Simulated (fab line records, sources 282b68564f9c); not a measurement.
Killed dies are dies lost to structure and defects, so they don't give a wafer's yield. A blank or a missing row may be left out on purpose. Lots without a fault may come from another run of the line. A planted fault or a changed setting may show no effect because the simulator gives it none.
Which tool did it? | flow rit_cmos | 14 lots, 42 wafers sampled, at 2 steps of a route of 202

WHAT THE GAUGES READ, wafer by wafer
RIT_NRETRO_TW_MEAS_10.
lot  | measured    | on            | NRETRO_TW
L213 | day 2 07:56 | film_metro-03 | 1067 1054 1061
L215 | day 2 18:25 | film_metro-01 | 1058 1057 1053
L216 | day 2 23:24 | film_metro-03 | 1059 1064 1055
L217 | day 3 04:55 | film_metro-03 | 1058 1062 1064
L219 | day 3 14:07 | film_metro-02 | 1060 1059 1061
L220 | day 3 19:25 | film_metro-03 | 1054 1048 1055
L221 | day 4 04:00 | film_metro-03 | 1068 1069 1067
L222 | day 4 08:25 | film_metro-03 | 1070 1063 1065
L223 | day 4 11:50 | film_metro-01 | 1049 1049 1050
L225 | day 4 22:28 | film_metro-03 | 1062 1065 1062
L227 | day 5 12:53 | film_metro-02 | 1064 1067 1059
L228 | day 5 16:02 | film_metro-03 | 1058 1057 1058
L234 | day 7 02:50 | film_metro-03 | 30 30 30 30 30 30
L235 | day 7 16:12 | film_metro-03 | 30 30 30 30 30 30

WHICH TOOL RAN EACH LOT (tool, then ch and the chambers of the sampled wafers, then the start)
lot  | RIT_PWELL_STRIP_09
L213 | plasma_asher-04 ch 0,1, day 2 00:49
L215 | plasma_asher-02 ch 0,1, day 2 11:14
L216 | plasma_asher-02 ch 0,1, day 2 15:29
L217 | plasma_asher-03 ch 0,1, day 2 19:31
L219 | plasma_asher-02 ch 0,1, day 3 06:28
L220 | plasma_asher-03 ch 0,1, day 3 11:17
L221 | plasma_asher-02 ch 0,1, day 3 20:35
L222 | plasma_asher-02 ch 0,1, day 3 23:28
L223 | plasma_asher-02 ch 0,1, day 4 04:05
L225 | plasma_asher-02 ch 0,1, day 4 13:05
L227 | plasma_asher-04 ch 0,1, day 5 05:07
L228 | plasma_asher-03 ch 0,1, day 5 07:05
L234 | plasma_asher-03 ch 0,1, day 6 16:24
L235 | plasma_asher-03 ch 0,1, day 7 06:17
- RIT_PWELL_STRIP_09: strips in O2, time 180 s.

WHAT THE TOOLS THEMSELVES READ (means of the sampled wafers that have a number; where no wafer has one, the mark that the record gives instead)
RIT_PWELL_STRIP_09.
lot  | tool            | chamber_pressure_mTorr (mTorr) | drypump_motor_current_A (A)
L213 | plasma_asher-04 | 4001                           | 5.6
L215 | plasma_asher-02 | 3999                           | 6.2
L216 | plasma_asher-02 | 4003                           | 5.9
L217 | plasma_asher-03 | 4000                           | 5.4
L219 | plasma_asher-02 | 3996                           | 6.2
L220 | plasma_asher-03 | 4000                           | 5.8
L221 | plasma_asher-02 | 4004                           | 6.2
L222 | plasma_asher-02 | 4001                           | 5.9
L223 | plasma_asher-02 | 3999                           | 6.2
L225 | plasma_asher-02 | 4002                           | 5.9
L227 | plasma_asher-04 | 3999                           | 5.6
L228 | plasma_asher-03 | 4005                           | 5.9
L234 | plasma_asher-03 | -                              | -
L235 | plasma_asher-03 | -                              | -

THE ANSWER, worked out from the rows above alone
Rule: what is usual is taken from the lots themselves. Put in order of their means at a reading, lots are off if they are a third of the lots or fewer, leave a main group of 4 or more, and stand apart from it by a gap of 3 or more times the standard deviation of the main group's means; of several such gaps the widest counts. A main group whose means are all the same, to the digits that the tables above print for the reading, isn't used. A lot without any number at a reading at which 4 lots or more have one is off too. The other lots that the step has rows for count as sound. The gauges are gone through in route order, then the tools' own readings, and for those a lot's mean is taken as printed above. The first step at which some lot is off is used, and at that step the reading that is off furthest; a lot without a number counts as furthest.
Off: L234, L235, at RIT_NRETRO_TW_MEAS_10 (NRETRO_TW). The main group: mean 1060, standard deviation 5.1.
A tool fits if, at a process step before that reading, it ran every lot that is off, and no sound lot after the first of them. The gauges at RIT_NRETRO_TW_MEAS_10 aren't tried: what is off there is off at RIT_PWELL_STRIP_09 too, on other tools, and a gauge's error can't cause that. One fits: plasma_asher-03 at RIT_PWELL_STRIP_09. Its last sound lot is L228 (day 5 07:05), its first lot that is off L234 (day 6 16:24): a fault that began between those two fits.
Blank at RIT_PWELL_STRIP_09 on the lots that are off, where sound lots have numbers: chamber_pressure_mTorr, drypump_motor_current_A.

WHAT THE SIMULATOR HAD PUT IN
Skipped step whole: plasma_asher-03, from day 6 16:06 on, at RIT_PWELL_STRIP_09. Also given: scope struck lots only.
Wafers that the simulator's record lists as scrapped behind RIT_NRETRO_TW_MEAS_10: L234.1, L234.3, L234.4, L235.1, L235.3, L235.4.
Lots struck among those shown: L234, L235. The rule above found the same.
